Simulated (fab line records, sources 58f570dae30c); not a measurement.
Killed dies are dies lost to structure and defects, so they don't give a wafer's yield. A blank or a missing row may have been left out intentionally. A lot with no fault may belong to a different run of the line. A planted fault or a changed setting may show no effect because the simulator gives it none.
Which tool is to blame?	flow berkeley_cmos170	14 lots, 40 wafers sampled, at 6 steps of a route of 331

== WHAT EACH GAUGE READ, for each wafer ==
UCB170_V1_CD_MEAS_12: the cd target is 700 nm. Usual: cd_nm reads 700.0 nm (standard deviation 1.2).
lot	measured	on	cd_nm (nm)	flag
L726	day 8 15:19	cd_sem-01	700.0 700.3 698.9	
L730	day 8 22:14	cd_sem-01	699.5 699.7 700.6	
L728	day 8 23:43	cd_sem-02	699.9 699.1 699.5	
L731	day 9 15:25	cd_sem-02	700.1 700.7 700.0	
L733	day 9 16:01	cd_sem-02	698.9 701.4 700.2	
L732	day 9 16:16	cd_sem-01	698.7 699.3 699.9	
L734	day 10 06:47	cd_sem-01	698.9 699.7 699.4	
L737	day 10 13:14	cd_sem-02	699.0 700.3 699.3	
L738	day 10 15:50	cd_sem-02	701.0 700.5 700.1	
L736	day 10 16:01	cd_sem-02	701.5	
L739	day 10 23:01	cd_sem-01	700.6 699.1 699.1	
L746	day 12 03:35	cd_sem-01	701.0 700.2 699.5	
L743	day 12 05:41	cd_sem-02	699.5 700.3 700.7	
L744	day 12 21:04	cd_sem-02	701.1 701.5 701.7	

UCB170_M2_OVL_MEAS_16. Usual: M2_OVL 3 nm, standard deviation 5.
lot	measured	on	M2_OVL (nm)	flag
L726	day 8 18:27	overlay-01	-1 4 5	
L730	day 9 01:32	overlay-01	-2 0 6	
L728	day 9 03:09	overlay-01	1 -1 5	
L731	day 9 18:08	overlay-01	8 11 8	
L733	day 9 18:43	overlay-01	0 8 0	
L732	day 9 18:59	overlay-01	-7 -6 -1	
L734	day 10 10:20	overlay-01	1 -2 5	
L737	day 10 16:14	overlay-02	1 5 3	
L738	day 10 19:43	overlay-02	0 9 3	
L736	day 10 20:02	overlay-01	16	
L739	day 11 02:58	overlay-01	8 -1 10	
L746	day 12 06:39	overlay-01	-2 -2 5	
L743	day 12 08:58	overlay-01	-2 -4 -4	
L744	day 12 23:58	overlay-01	-6 11 3	

UCB170_M2_CD_MEAS_90: the cd target is 700 nm. Usual: cd_nm reads 700.9 nm (standard deviation 2.8).
lot	measured	on	cd_nm (nm)	flag
L726	day 8 19:01	cd_sem-01	702.6 700.6 700.5	
L730	day 9 01:55	cd_sem-02	701.6 698.7 701.0	
L728	day 9 03:31	cd_sem-02	705.9 703.4 704.2	
L731	day 9 18:42	cd_sem-02	701.6 700.2 699.2	
L733	day 9 19:16	cd_sem-02	701.1 702.9 703.4	
L732	day 9 19:25	cd_sem-01	698.5 698.5 697.5	
L734	day 10 10:43	cd_sem-02	698.4 698.2 700.3	
L737	day 10 16:36	cd_sem-01	698.4 695.8 681.0	OFF
L738	day 10 20:17	cd_sem-02	700.7 702.9 702.5	
L736	day 10 20:28	cd_sem-01	679.9	OFF
L739	day 11 03:21	cd_sem-02	704.4 706.5 705.2	
L746	day 12 07:01	cd_sem-01	703.4 698.8 699.9	
L743	day 12 09:30	cd_sem-02	702.1 700.3 699.9	
L744	day 13 00:20	cd_sem-02	703.8 701.7 704.7	

UCB170_V2_OVL_MEAS_13. Usual: V2_OVL 5 nm, standard deviation 5.7.
lot	measured	on	V2_OVL (nm)	flag
L726	day 8 21:03	overlay-02	-3 0 6	
L730	day 9 04:16	overlay-02	9 6 9	
L728	day 9 06:22	overlay-01	-7 -3 12	
L731	day 9 20:59	overlay-01	2 9 3	
L733	day 9 22:06	overlay-01	15 16 6	
L732	day 9 22:09	overlay-01	8 10 3	
L734	day 10 12:54	overlay-02	6 11 5	
L737	day 10 19:49	overlay-01	5 0 -1	
L738	day 10 22:35	overlay-01	9 5 -1	
L736	day 10 22:52	overlay-02	9	
L739	day 11 05:55	overlay-02	-7 6 5	
L746	day 12 09:41	overlay-02	22 12 11	
L743	day 12 13:06	overlay-02	6 7 4	
L744	day 13 05:19	overlay-02	-11 1 -4	

== WHAT TOOL EACH LOT RAN ON (gives the tool, then ch and the chambers of the sampled wafers, and finally the start) ==
lot	UCB170_M2_METAL_ETCH_18	UCB170_M2_STRIP_19
L726	rie_metal-04 ch 0, day 8 18:32	plasma_asher-01 ch 0,1, day 8 18:55
L730	rie_metal-04 ch 0,1, day 9 01:37	plasma_asher-01 ch 0,1, day 9 01:48
L728	rie_metal-01 ch 0,1, day 9 03:13	plasma_asher-01 ch 0,1, day 9 03:25
L731	rie_metal-02 ch 1, day 9 18:16	plasma_asher-02 ch 0,1, day 9 18:35
L733	rie_metal-01 ch 0, day 9 18:47	plasma_asher-01 ch 0,1, day 9 19:10
L732	rie_metal-04 ch 0,1, day 9 19:04	plasma_asher-03 ch 0,1, day 9 19:16
L734	rie_metal-02 ch 0,1, day 10 10:24	plasma_asher-01 ch 0,1, day 10 10:35
L737	rie_metal-02 ch 0,1, day 10 16:18	plasma_asher-01 ch 0,1, day 10 16:29
L738	rie_metal-04 ch 0, day 10 19:52	plasma_asher-01 ch 0,1, day 10 20:10
L736	rie_metal-02 ch 0, day 10 20:13	plasma_asher-02 ch 1, day 10 20:21
L739	rie_metal-01 ch 0,1, day 11 03:02	plasma_asher-02 ch 0,1, day 11 03:14
L746	rie_metal-01 ch 0,1, day 12 06:44	plasma_asher-02 ch 0,1, day 12 06:55
L743	rie_metal-04 ch 0,1, day 12 09:02	plasma_asher-02 ch 0,1, day 12 09:14
L744	rie_metal-04 ch 0, day 13 00:02	plasma_asher-03 ch 1, day 13 00:14
- UCB170_M2_METAL_ETCH_18: etches Al in Cl2/BCl3, stops on SiO2, target depth 1170 nm, time 195 s.
- UCB170_M2_STRIP_19: strips in O2.

== AS READ BY THE TOOLS THEMSELVES (means over the sampled wafers that have a number; for cases with no such wafer, the mark the record gives instead) ==
UCB170_M2_METAL_ETCH_18. Usual: bcl3_flow_sccm 45.00 sccm, standard deviation 0.14; bias_w 120.0 W, standard deviation 0.39; drypump_motor_current_A 5.8 A, standard deviation 0.36; oes_product_au 0.839 a.u., standard deviation 0.011; throttle_valve_pct 24.41 %, standard deviation 0.23.
lot	tool	bcl3_flow_sccm (sccm)	bias_w (W)	drypump_motor_current_A (A)	oes_product_au (a.u.)	throttle_valve_pct (%)	flag
L726	rie_metal-04	45.02	120.3	6.3	0.828	24.71	
L730	rie_metal-04	45.07	120.1	5.9	0.832	24.74	
L728	rie_metal-01	44.81	119.8	5.9	0.825	24.26	
L731	rie_metal-02	44.86	119.6	5.5	0.844	24.30	
L733	rie_metal-01	44.81	120.6	5.8	0.830	24.18	
L732	rie_metal-04	45.13	120.1	5.9	0.832	24.73	
L734	rie_metal-02	45.12	120.2	5.5	0.848	24.22	
L737	rie_metal-02	44.95	119.7	5.5	0.842	24.27	
L738	rie_metal-04	44.92	120.4	6.3	0.838	24.71	
L736	rie_metal-02	45.01	119.8	5.5	0.862	24.18	
L739	rie_metal-01	45.02	119.9	6.0	0.834	24.37	
L746	rie_metal-01	44.90	120.0	6.0	0.839	24.38	
L743	rie_metal-04	45.00	120.0	6.0	0.827	24.73	
L744	rie_metal-04	44.80	119.9	6.3	0.832	24.72	

UCB170_M2_STRIP_19. Usual: drypump_motor_current_A 5.6 A, standard deviation 0.41; oes_product_au 0.543 a.u., standard deviation 0.014.
lot	tool	drypump_motor_current_A (A)	oes_product_au (a.u.)	flag
L726	plasma_asher-01	5.3	0.556	
L730	plasma_asher-01	5.5	0.553	
L728	plasma_asher-01	5.5	0.550	
L731	plasma_asher-02	5.6	0.520	
L733	plasma_asher-01	5.5	0.565	
L732	plasma_asher-03	6.0	0.558	
L734	plasma_asher-01	5.5	0.522	
L737	plasma_asher-01	5.3	0.460	OFF
L738	plasma_asher-01	5.3	0.549	
L736	plasma_asher-02	5.7	0.316	OFF
L739	plasma_asher-02	5.6	0.549	
L746	plasma_asher-02	5.5	0.540	
L743	plasma_asher-02	5.4	0.558	
L744	plasma_asher-03	6.5	0.556	

== THE ANSWER, worked out from the rows above alone ==
Rule: lot off if the mean of its wafers having a number is beyond 3 standard deviations from the usual mean. A lot without any number at a reading at which 4 lots or more have one is off too. Any other lot the step has rows for is counted as sound. Order of review: gauges by route order, followed by the tools' own readings, for which a lot's mean as printed above is used. The first step at which some lot is off is used, and at that step the reading that is off furthest; a lot without a number counts as furthest.
Off: L737, L736, at UCB170_M2_CD_MEAS_90 (cd_nm).
If a tool, at a process step before that reading, ran all the lots that are off and no sound lot after the first of them, it fits. Not tried: the gauges at UCB170_M2_CD_MEAS_90; whatever is off there is also off at UCB170_M2_STRIP_19, on other tools, and gauge error can't account for it. One candidate fits, namely rie_metal-02 at UCB170_M2_METAL_ETCH_18. A fault onset in the window from L734 (day 10 10:24, its last sound lot) to L737 (day 10 16:18, its first lot off) fits.

== WHAT THE SIMULATOR HAD INSERTED ==
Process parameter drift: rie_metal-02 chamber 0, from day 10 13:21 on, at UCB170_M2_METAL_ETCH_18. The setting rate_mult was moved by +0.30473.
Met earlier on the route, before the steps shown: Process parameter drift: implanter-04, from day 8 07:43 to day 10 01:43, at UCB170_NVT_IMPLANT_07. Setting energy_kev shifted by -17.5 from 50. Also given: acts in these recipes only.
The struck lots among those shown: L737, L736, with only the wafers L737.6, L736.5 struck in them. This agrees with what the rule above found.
